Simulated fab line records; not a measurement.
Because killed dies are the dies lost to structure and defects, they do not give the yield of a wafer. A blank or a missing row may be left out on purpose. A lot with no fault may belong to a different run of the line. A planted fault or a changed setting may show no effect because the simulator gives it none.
The same fault as seen by 2 desks ; flow rit_cmos ; what lay behind the numbers comes last; until then each desk has only its own

## FOR THE TOOL OWNER'S DESK: implanter-04
The tool's own readings at RIT_PWELL_IMPLANT_08: means of the sampled wafers that have a number, for each lot that ran on this tool. A lot is out of limits, marked OUT, if its mean lies more than 4 standard deviations from the usual mean; the brackets give that distance.
Columns: A = dose_ions_cm2 at RIT_PWELL_IMPLANT_08, usual 7.001e+13; B = faraday_current_uA at RIT_PWELL_IMPLANT_08, usual 221
lot;first seen here;A;B
L316;day 3 09:14;6.995e+13;221
L318;day 3 21:07;6.996e+13;217
L319;day 4 00:19;1.075e+14 (+99 or more) OUT;334 (+29) OUT
L320;day 4 06:32;1.075e+14 (+99 or more) OUT;339 (+30) OUT
Finding of this desk: L319, L320 out of limits; the first was L319 at day 4 00:19, on dose_ions_cm2 at RIT_PWELL_IMPLANT_08. Within limits: L316, L318.

## THE METROLOGY DESK
What the gauges read, lot by lot, whatever tool the lot ran on: means of the sampled wafers that have a number. A lot is out of limits, marked OUT, if its mean lies more than 4 standard deviations from the usual mean; the brackets give that distance.
Columns: A = PWELL_TW at RIT_PWELL_TW_MEAS_10, usual 956; B = PWELL_RS at RIT_WELLDRIVE_RS_MEAS_02, usual 429.5 ohm/sq
lot;first seen here;A;B
L309;day 1 23:26;955;429.3
L310;day 2 04:22;966;429.0
L311;day 2 08:44;947;429.6
L312;day 2 14:06;966;428.1
L314;day 2 23:38;962;432.2
L315;day 3 04:45;959;429.3
L316;day 3 09:34;946;431.1
L318;day 3 21:25;960;427.6
L319;day 4 00:37;1104 (+18) OUT;329.3 (-83) OUT
L320;day 4 06:51;1107 (+18) OUT;328.4 (-84) OUT
L327;day 5 16:28;946;428.7
L329;day 6 02:50;962;429.4
L330;day 6 13:13;948;430.8
L332;day 6 20:43;962;428.5
This desk finds L319, L320 out of limits, with the earliest case on L319 at day 4 00:37 (PWELL_TW at RIT_PWELL_TW_MEAS_10). Within limits: L309, L310, L311, L312, L314, L315, L316, L318, L327, L329, L330, L332.

## TAKEN TOGETHER
The tool owner's desk could have raised an alarm at day 4 00:19, on L319, L320.
L319, L320 would have let the metrology desk raise an alarm at day 4 00:37.
The lots listed all ran RIT_PWELL_IMPLANT_08 on implanter-04.

## WHAT WAS PUT IN BY THE SIMULATOR
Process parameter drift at RIT_PWELL_IMPLANT_08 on implanter-04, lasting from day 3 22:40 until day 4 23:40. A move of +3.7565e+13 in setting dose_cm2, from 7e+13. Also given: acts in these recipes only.
Shown lots that were struck: L319, L320.
Delay (hours) between the fault's onset and each desk's first out-of-limits reading: 2 at the tool owner's desk, 2 at the metrology desk.
